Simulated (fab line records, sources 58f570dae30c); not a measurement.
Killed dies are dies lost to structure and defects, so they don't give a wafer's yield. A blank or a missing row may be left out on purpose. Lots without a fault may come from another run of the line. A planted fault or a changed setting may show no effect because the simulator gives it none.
A struck lot beside a sound one | flow berkeley_cmos170 | 14 steps out of a route of 331
Sound: wafers L156.1, L156.2, L156.3. Struck: wafers L146.2, L146.4, L146.5. The cause comes at the end.
At each step with rows: each side's tool, then ch and its chambers, then its first start. Under that, the readings that differ: sound wafers | struck wafers | difference of the means | sigmas: that difference in standard deviations of wafers without a fault.
alike: readings whose means differ by less than 2 such deviations, and words and numbers that are the same on both sides. not compared: withheld readings, readings that some wafer has no value for, bounds like >300 that may hide the same value, and numbers for which the record gives no deviation and whose values overlap.
The two part at a step that has a row with sigmas, a row that says differs or no value, or rows on one side only. Numbers that don't overlap but have no deviation are shown without sigmas and don't part them. A reading that every wafer of one side lacks parts them only if that side has two wafers or more.

first, 1 step without rows for these wafers: UCB170_NSD_DEVELOP_05 (develop time 45 s).
UCB170_NSD_CD_MEAS_06: target cd 1200 nm.
  sound on cd_sem-02, day 10 14:46; struck on cd_sem-02, day 8 16:13
  alike: cd_nm
UCB170_NSD_OVL_MEAS_07:
  sound on overlay-01, day 10 14:53; struck on overlay-02, day 8 16:19
  alike: NSD_OVL
then, 1 step without rows for these wafers: UCB170_NSD_IMPLANT_08.
UCB170_NSD_STRIP_09: strips in O2.
  sound on plasma_asher-04 ch 0,1, day 10 15:05; struck on plasma_asher-03 ch 0,1, day 8 16:29
  alike: drypump_motor_current_A, oes_product_au, strip_time_to_endpoint_s
  not compared: rf_hours_counter_h
UCB170_NSD_TW_MEAS_10:
  sound on film_metro-03, day 10 15:11; struck on film_metro-04, day 8 16:36
  alike: NSD_TW
then, 4 steps without rows for these wafers: UCB170_NSD_CLEAN_11 (cleans in SPM, time 600 s); UCB170_BACKSIDE_HMDS_00 (prime time 60 s); UCB170_BACKSIDE_COAT_01 (resist thk 900 nm); UCB170_BACKSIDE_SOFTBAKE_02 (time 60 s).
UCB170_BACKSIDE_STRIP_03: strips in O2.
  sound on plasma_asher-02 ch 0,1, day 10 16:17; struck on plasma_asher-04 ch 0,1, day 8 18:01
  alike: drypump_motor_current_A, oes_product_au, strip_time_to_endpoint_s
  not compared: rf_hours_counter_h
then, 1 step without rows for these wafers: UCB170_BACKSIDE_CLEAN_04 (cleans in SPM, time 600 s).
UCB170_SDANNEAL_RTA_00: time 10 s.
  sound on rtp_anneal-02 ch 0, day 10 16:37; struck on rtp_anneal-02, day 8 18:18
  no value came back on the struck wafers for anneal_temp_c_max, chamber_o2_ppm, lamp_power_pct (%), wafer_temp_C_max; on the sound wafers anneal_temp_c_max reads 905.6 904.9 904.4
UCB170_SDANNEAL_RTA_01: time 5 s.
  sound on rtp_anneal-02 ch 0, day 10 16:41; struck on rtp_anneal-02 ch 0, day 8 18:22
  alike: anneal_temp_c_max, chamber_o2_ppm, lamp_power_pct, wafer_temp_C_max

WHERE THEY PART
Only at UCB170_SDANNEAL_RTA_00, within this record. Later steps at which nothing parts them and some readings are alike: UCB170_SDANNEAL_RTA_01.

WHY: what the simulator had put in
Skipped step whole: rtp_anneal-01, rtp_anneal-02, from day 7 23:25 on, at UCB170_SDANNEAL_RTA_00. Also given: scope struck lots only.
